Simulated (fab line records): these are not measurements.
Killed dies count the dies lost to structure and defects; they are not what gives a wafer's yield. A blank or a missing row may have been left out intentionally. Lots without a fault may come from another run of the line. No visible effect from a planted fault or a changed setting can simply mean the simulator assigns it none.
Which tool is to blame? || flow berkeley_cmos170 || 7 lots (21 wafers sampled), 1 step of a 331-step route

## WHAT THE GAUGES READ, wafer by wafer
UCB170_NWELL_TW_MEAS_16.
{"lot": "L591", "measured": "day 2 23:51", "on": "film_metro-03", "NWELL_TW": "1265 1263 1256"}
{"lot": "L593", "measured": "day 3 10:40", "on": "film_metro-01", "NWELL_TW": "1240 1236 1239"}
{"lot": "L594", "measured": "day 3 18:38", "on": "film_metro-01", "NWELL_TW": "1237 1242 1240"}
{"lot": "L598", "measured": "day 4 13:28", "on": "film_metro-03", "NWELL_TW": "1259 1262 1254"}
{"lot": "L601", "measured": "day 5 04:59", "on": "film_metro-03", "NWELL_TW": "1259 1256 1260"}
{"lot": "L602", "measured": "day 5 10:49", "on": "film_metro-01", "NWELL_TW": "1237 1237 1236"}
{"lot": "L607", "measured": "day 6 14:04", "on": "film_metro-02", "NWELL_TW": "1239 1247 1244"}

## WHAT TOOL EACH LOT RAN ON (gives the tool, then ch and the chambers of the sampled wafers, and finally the start)
Record: no process step prior to these readings.

## THE ANSWER, worked out from the rows above alone
Rule: usual is defined by the lots themselves. The widest of any qualifying gaps counts: lots, ordered by their means at a reading, are off when they make up no more than a third of the lots, leave a main group of 4 or more, and stand apart from it by 3 or more times the standard deviation of that group's means. A main group whose means are all the same, to the digits that the tables above print for the reading, isn't used. Also off: a lot with no number at a reading for which 4 or more lots have one. Where the step has rows for the other lots, those lots are counted as sound.
No lot is off on any of the readings shown, so nothing can be concluded from this.

## WHAT THE SIMULATOR HAD PUT IN
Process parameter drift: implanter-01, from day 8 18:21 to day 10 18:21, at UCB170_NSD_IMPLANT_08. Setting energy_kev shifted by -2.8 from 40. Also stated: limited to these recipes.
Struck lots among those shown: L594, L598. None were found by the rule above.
